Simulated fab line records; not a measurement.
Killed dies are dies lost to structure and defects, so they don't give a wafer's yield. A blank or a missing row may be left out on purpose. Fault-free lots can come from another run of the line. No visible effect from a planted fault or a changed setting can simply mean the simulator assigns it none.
fab line records	flow rit_cmos
record: lots: 7	wafers: 21	last_day: 6
route steps=202 shown NRETRO@55 PRETRO@64 M1@202
lots that met no fault: from a run of the same line without faults
start_h: start of the lot's first displayed wafer, in hours after the record's first day	wait_h: how many hours have passed since the lot's step before this one	" identical to the entry in the row above	L1.1+2: several wafers, shown together as one row	- no value, or no start given	* or withheld: withheld	< > ~ a bound
route shown NAME@n: a module of which the file shows steps, and the number in the route of the first	usual: the fault-free wafers' mean and standard deviation	same: alike in all rows	chamber/n: place in a boat	sites: the reading at each site	_std_site: the values' standard deviation	_edge_site: mean of outer sites minus mean of inner sites	radius_mm: how far each site lies from the wafer's centre	mask NAME#n: copy n	behind: the last tool/chamber to shape the wafer	hold: reason for holding the lot/hours on hold/outcome of the hold	device: the n, p or np transistor that did not switch	end of line: at the end of the route, the tests of the same wafers	a step without rows: its recipe alone	killed: at the first sort, the dies lost to defects and structure; wafer yield is something else	map: shows each die of a wafer: x if killed, . if not, _ if none is there
set.NAME: the setting the step ran with; set.NAME@STEP: the setting that earlier step ran with	model.NAME: the simulator's own value behind a step, which no gauge read
lots at some steps of the route; a table a step, a row a wafer
services: from which hour (start_h, from the record's first day; less than 0 if before it) a tool's chamber was out of use, for how many hours, and why
== steps ==
step: RIT_NRETRO_SOFTBAKE_02
recipe: resist: NOVOLAK	temp_c: 90	time_s: 60
step: RIT_NRETRO_EXPOSE_03
recipe: mask_id: M4	na: 0.57	target_cd_nm: 43900	dose_mj: 250
step: RIT_NRETRO_PEB_04
recipe: resist: NOVOLAK	temp_c: withheld	time_s: withheld
step: RIT_NRETRO_DEVELOP_05
recipe: resist: NOVOLAK	develop_time_s: 68	dev_temp_c: 23
step: RIT_NRETRO_OVL_MEAS_06
usual: NRETRO_OVL: -0.7/1.4
lot.wafer	tool	chamber	start_h	wait_h	NRETRO_OVL[nm]
L807.3	overlay-02	-	40.41	-	-1.8
L807.4	"	-	"	"	-0.3
L807.6	"	-	"	"	-1.6
L814.2	overlay-02	-	75.47	-	-0.3
L814.3	"	-	"	"	-0.8
L814.4	"	-	"	"	1.7
L815.2	overlay-02	-	81.55	-	-0.6
L815.3	"	-	"	"	1.5
L815.6	"	-	"	"	-0.1
L817.3	overlay-02	-	92.04	-	-0.1
L817.4	"	-	"	"	1.0
L817.5	"	-	"	"	-0.2
L818.1	overlay-02	-	97.23	-	1.3
L818.3	"	-	"	"	-2.4
L818.5	"	-	"	"	0.7
L820.1	overlay-02	-	105.22	-	-1.6
L820.3	"	-	"	"	-3.3
L820.6	"	-	"	"	-2.0
L821.2	overlay-01	-	109.83	-	-3.0
L821.3	"	-	"	"	-0.8
L821.4	"	-	"	"	-1.7
step: RIT_NRETRO_HARDBAKE_07
recipe: resist: NOVOLAK	temp_c: 140	time_s: 120
step: RIT_NRETRO_IMPLANT_08
recipe: species: P	energy_kev: 70.64	dose_cm2: 1e+13	tilt_deg: 7
step: RIT_NRETRO_STRIP_09
recipe: chemistry: O2	time_s: 180	resist: NOVOLAK	platen_temp_c: withheld	power_w: 500	pressure_mtorr: 4000	o2_flow_sccm: 4000
usual: drypump_motor_current_A: 5.7/0.52	rf_refl_power_W: 6.5/1.2
lot.wafer	tool	chamber	start_h	wait_h	drypump_motor_current_A	rf_hours_counter_h	rf_refl_power_W
L807.3	plasma_asher-01	0	40.91	0.1	6.6	-	4.9
L807.4	"	1	"	"	5.0	-	7.5
L807.6	"	1	"	"	5.0	-	7.6
L814.2	plasma_asher-04	0	75.90	0.1	6.0	42	7.7
L814.3	"	1	"	"	5.7	-	5.1
L814.4	"	0	"	"	6.0	-	7.4
L815.2	plasma_asher-04	0	81.98	0.1	6.0	43	7.4
L815.3	"	1	"	"	5.7	-	5.0
L815.6	"	0	"	"	6.0	-	7.4
L817.3	plasma_asher-01	0	92.52	0.1	6.6	-	4.8
L817.4	"	1	"	"	5.0	-	7.5
L817.5	"	0	"	"	6.6	-	4.9
L818.1	plasma_asher-03	0	97.67	0.1	5.3	47	7.5
L818.3	"	0	"	"	5.3	-	7.4
L818.5	"	0	"	"	5.3	-	7.3
L820.1	plasma_asher-04	0	105.66	0.1	6.0	46	7.4
L820.3	"	1	"	"	5.7	-	5.0
L820.6	"	1	"	"	5.7	-	5.0
L821.2	plasma_asher-04	1	110.26	0.1	5.7	46	4.9
L821.3	"	0	"	"	6.0	-	7.3
L821.4	"	1	"	"	5.7	-	4.9
step: RIT_NRETRO_TW_MEAS_10
usual: NRETRO_TW: 1056/7.2
lot.wafer	tool	chamber	start_h	wait_h	NRETRO_TW
L807.3	film_metro-04	-	41.05	0.1	1056
L807.4	"	-	"	"	1054
L807.6	"	-	"	"	1058
L814.2	film_metro-04	-	76.08	0.1	1053
L814.3	"	-	"	"	1055
L814.4	"	-	"	"	1056
L815.2	film_metro-02	-	82.17	0.1	1063
L815.3	"	-	"	"	1057
L815.6	"	-	"	"	1064
L817.3	film_metro-02	-	92.66	0.1	1070
L817.4	"	-	"	"	1067
L817.5	"	-	"	"	1067
L818.1	film_metro-04	-	97.84	0.1	1060
L818.3	"	-	"	"	1052
L818.5	"	-	"	"	1050
L820.1	film_metro-04	-	105.84	0.1	1048
L820.3	"	-	"	"	1055
L820.6	"	-	"	"	1052
L821.2	film_metro-01	-	110.44	0.1	1049
L821.3	"	-	"	"	1058
L821.4	"	-	"	"	1052
step: RIT_PRETRO_HMDS_00
recipe: prime_time_s: 60	prime_temp_c: 140
step: RIT_PRETRO_COAT_01
recipe: resist: NOVOLAK	spin_rpm: 2000	resist_thk_nm: 1300
step: RIT_PRETRO_SOFTBAKE_02
recipe: resist: NOVOLAK	temp_c: 90	time_s: 60
step: RIT_PRETRO_EXPOSE_03
recipe: mask_id: M5	na: 0.57	target_cd_nm: 43700	dose_mj: 250
usual: exposure_dose_mJ_cm2: 249.99/0.26
lot.wafer	tool	chamber	start_h	wait_h	mask	exposure_dose_mJ_cm2	model.PRETRO.overlay_x_nm
L807.3	iline_stepper-02	0	41.58	0.1	M5#0	250.05	0.05228
L807.4	"	0	"	"	M5#0	250.40	0.05228
L807.6	"	0	"	"	M5#0	250.27	0.05228
L814.2	iline_stepper-02	0	76.73	0.2	M5#0	250.07	0.6975
L814.3	"	0	"	"	M5#0	249.72	0.6975
L814.4	"	0	"	"	M5#0	250.09	0.6975
L815.2	iline_stepper-02	0	82.69	0.1	M5#0	249.74	0.3137
L815.3	"	0	"	"	M5#0	250.22	0.3137
L815.6	"	0	"	"	M5#0	250.09	0.3137
L817.3	iline_stepper-01	0	93.31	0.2	M5#0	250.10	-149.5
L817.4	"	0	"	"	M5#0	249.87	-149.5
L817.5	"	0	"	"	M5#0	250.02	-149.5
L818.1	iline_stepper-02	0	98.48	0.2	M5#0	249.79	-0.4995
L818.3	"	0	"	"	M5#0	250.13	-0.4995
L818.5	"	0	"	"	M5#0	249.76	-0.4995
L820.1	iline_stepper-01	0	106.47	0.2	M5#0	249.68	-149.5
L820.3	"	0	"	"	M5#0	249.80	-149.5
L820.6	"	0	"	"	M5#0	250.07	-149.5
L821.2	iline_stepper-01	0	110.96	0.1	M5#0	249.89	-150
L821.3	"	0	"	"	M5#0	250.53	-150
L821.4	"	0	"	"	M5#0	250.13	-150
step: RIT_PRETRO_PEB_04
recipe: resist: NOVOLAK	temp_c: withheld	time_s: withheld
step: RIT_PRETRO_DEVELOP_05
recipe: resist: NOVOLAK	develop_time_s: 68	dev_temp_c: 23
step: RIT_PRETRO_OVL_MEAS_06
usual: PRETRO_OVL: -0.2/1.4
lot.wafer	tool	chamber	start_h	wait_h	PRETRO_OVL[nm]
L807.3	overlay-01	-	41.98	-	-0.9
L807.4	"	-	"	"	-0.9
L807.6	"	-	"	"	-1.4
L814.2	overlay-01	-	77.14	-	-0.6
L814.3	"	-	"	"	2.1
L814.4	"	-	"	"	1.2
L815.2	overlay-02	-	83.10	-	0.9
L815.3	"	-	"	"	-0.2
L815.6	"	-	"	"	-0.3
L817.3	overlay-02	-	93.71	-	-148.8
L817.4	"	-	"	"	-148.7
L817.5	"	-	"	"	-149.0
L818.1	overlay-01	-	98.95	-	-1.4
L818.3	"	-	"	"	-2.0
L818.5	"	-	"	"	-2.1
L820.1	overlay-01	-	106.90	-	-149.8
L820.3	"	-	"	"	-148.5
L820.6	"	-	"	"	-148.3
L821.2	overlay-02	-	111.38	-	-149.1
L821.3	"	-	"	"	-146.4
L821.4	"	-	"	"	-148.0
step: RIT_PRETRO_HARDBAKE_07
recipe: resist: NOVOLAK	temp_c: 140	time_s: 120
step: RIT_M1_PROBE_99
usual: killed_at_contacts: 0.1/0.24	killed_at_front_end: 6.7/2.9	killed_dies: 6.8/2.9	killed_open: 3.5/2	killed_short: 3.2/1.9
same: gross_dies: 264	killed_at_M0_to_M3: 0	killed_at_M4_up: 0	killed_at_back_side: 0	killed_at_other: 0
lot.wafer	tool	chamber	start_h	wait_h	killed_at_contacts	killed_at_front_end	killed_dies	killed_open	killed_short	model.etest.retro_edge_pmos.off_log10_a_um	model.etest.retro_edge_nmos.off_log10_a_um
L807.3	prober-01	-	68.76	0.2	0	5	5	2	3	-10.21	-9.823
L807.4	prober-01	-	68.81	0.2	0	10	10	1	8	-10.25	-9.458
L807.6	prober-01	-	68.91	0.2	0	4	4	2	2	-10.03	-9.69
L814.2	prober-02	-	107.15	0.1	0	7	7	3	4	-10.6	-10.42
L814.3	prober-02	-	107.20	0.2	0	7	7	2	5	-10.38	-10.29
L814.4	prober-02	-	107.25	0.2	1	7	8	5	3	-10.68	-10.32
L815.2	prober-01	-	109.17	0.1	0	7	7	3	4	-10.29	-10.01
L815.3	prober-01	-	109.22	0.2	0	5	5	4	1	-10.22	-10.11
L815.6	prober-01	-	109.37	0.2	0	3	3	2	1	-10.22	-10.02
L817.3	prober-01	-	123.53	0.2	0	10	10	5	5	-10.01	-10.12
L817.4	prober-01	-	123.58	0.2	1	7	8	4	4	-9.983	-9.787
L817.5	prober-01	-	123.63	0.2	0	8	8	4	4	-10.03	-10.04
L818.1	prober-02	-	125.77	0.1	0	6	6	1	5	-10.39	-10.28
L818.3	prober-02	-	125.87	0.2	0	7	7	2	5	-10.38	-10.26
L818.5	prober-02	-	125.97	0.2	0	5	5	1	4	-10.22	-10.34
L820.1	prober-02	-	134.00	0.1	0	4	4	3	1	-9.691	-9.696
L820.3	prober-02	-	134.10	0.2	0	8	8	5	3	-9.574	-9.569
L820.6	prober-02	-	134.25	0.2	0	4	4	1	3	-9.597	-9.61
L821.2	prober-01	-	139.20	0.1	0	4	4	1	3	-9.764	-10.13
L821.3	prober-01	-	139.25	0.2	0	4	4	2	2	-9.863	-9.959
L821.4	prober-01	-	139.30	0.2	0	2	2	1	1	-9.796	-10.08
killed by level:class
L807.3 GATE:geometric_particle:short=3 GATE:geometric_particle:open=1 REOX:geometric_particle:open=1
L807.4 GATE:geometric_particle:short=6 ACTIVE:geometric_particle:short=1 REOX:geometric_particle:open=1 REOX:geometric_particle:short=1 PWELL:coat_microbubble_printed=1
L807.6 GATE:geometric_particle:short=1 GATE:geometric_particle:open=1 SPACER:geometric_particle:short=1 SPACER:geometric_particle:open=1
L814.2 SPACER:geometric_particle:short=2 FOX1:geometric_particle:open=1 FOX1:geometric_particle:short=1 GATE:geometric_particle:short=1 REOX:geometric_particle:open=1 SPACER:geometric_particle:open=1
L814.3 FOX1:geometric_particle:short=3 REOX:geometric_particle:open=1 REOX:geometric_particle:short=1 SPACER:geometric_particle:short=1 SPACER:geometric_particle:open=1
L814.4 FOX1:geometric_particle:open=2 GATE:geometric_particle:short=1 GATE:geometric_particle:open=1 SPACER:geometric_particle:short=1 SPACER:geometric_particle:open=1 SILICIDE:geometric_particle:open=1 CONTACT:geometric_particle:short=1
L815.2 GATE:geometric_particle:short=3 FOX1:geometric_particle:short=1 FOX1:geometric_particle:open=1 GATE:geometric_particle:open=1 SILICIDE:geometric_particle:open=1
L815.3 SILICIDE:geometric_particle:open=2 FOX2:geometric_particle:open=1 GATE:geometric_particle:open=1 GATE:geometric_particle:short=1
L815.6 GATE:geometric_particle:open=2 SILICIDE:geometric_particle:short=1
L817.3 GATE:geometric_particle:open=3 FOX1:geometric_particle:short=2 GATE:geometric_particle:short=1 REOX:geometric_particle:short=1 REOX:geometric_particle:open=1 SPACER:geometric_particle:open=1 SILICIDE:geometric_particle:short=1
L817.4 GATE:geometric_particle:open=3 GATE:geometric_particle:short=2 SPACER:geometric_particle:open=1 SILICIDE:geometric_particle:short=1 CONTACT:geometric_particle:short=1
L817.5 REOX:geometric_particle:open=2 FOX1:geometric_particle:short=1 FOX1:geometric_particle:open=1 GATE:geometric_particle:short=1 REOX:geometric_particle:short=1 SPACER:geometric_particle:open=1 SPACER:geometric_particle:short=1
L818.1 GATE:geometric_particle:short=2 FOX1:geometric_particle:open=1 FOX2:geometric_particle:short=1 REOX:geometric_particle:short=1 SILICIDE:geometric_particle:short=1
L818.3 GATE:geometric_particle:short=3 GATE:geometric_particle:open=2 FOX2:geometric_particle:short=1 SILICIDE:geometric_particle:short=1
L818.5 SPACER:geometric_particle:short=2 GATE:geometric_particle:short=1 REOX:geometric_particle:short=1 SPACER:geometric_particle:open=1
L820.1 FOX1:geometric_particle:open=1 FOX2:geometric_particle:short=1 REOX:geometric_particle:open=1 SILICIDE:geometric_particle:open=1
L820.3 REOX:geometric_particle:open=3 SPACER:geometric_particle:short=2 FOX1:geometric_particle:open=1 GATE:geometric_particle:open=1 REOX:geometric_particle:short=1
L820.6 FOX1:geometric_particle:short=1 GATE:geometric_particle:open=1 REOX:geometric_particle:short=1 SILICIDE:geometric_particle:short=1
L821.2 GATE:geometric_particle:short=2 REOX:geometric_particle:short=1 REOX:geometric_particle:open=1
L821.3 GATE:geometric_particle:open=1 GATE:geometric_particle:short=1 SPACER:geometric_particle:open=1 SPACER:geometric_particle:short=1
L821.4 GATE:geometric_particle:open=1 GATE:geometric_particle:short=1
== services ==
tool	chamber	start_h	hours	kind
iline_stepper-01	-	20.05	1.7	pm
iline_stepper-01	-	49.18	4.2	repair
plasma_asher-01	-	65.01	13.4	repair
iline_stepper-02	0	99.87	-	calibration
plasma_asher-01	-	108.75	9.0	pm
plasma_asher-01	0	108.75	9.0	vent_cycle
plasma_asher-01	1	108.75	9.0	vent_cycle
== key ==
first_sign: step: RIT_PRETRO_OVL_MEAS_06	reading: PRETRO_OVL	direction: down	sigmas: 99+	usual: -0.2	struck: -148.5
effect none on later readings
model_effect: step: RIT_PRETRO_EXPOSE_03	value: PRETRO.overlay_x_nm	without: 0.3464	struck: -149.7
model_effect: step: RIT_M1_PROBE_99	value: etest.retro_edge_pmos.off_log10_a_um	without: -10.36	struck: -9.812
met_at RIT_PRETRO_EXPOSE_03
struck_wafers L817.3,L817.4,L817.5,L820.1,L820.3,L820.6,L821.2,L821.3,L821.4
tester_left_out L817,L820,L821
fault: kind: scanner_matching_overlay	tool: iline_stepper-01	chamber: -	onset_h: 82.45	steps: RIT_PRETRO_EXPOSE_03	offset: -150
tester_left_out: of these lots the tester's yield and bins aren't shown, on N5 and GAA mostly nor the transistor test; their killed dies are dies lost to structure and defects alone, not to doping, threshold or leakage, so they don't give the yield
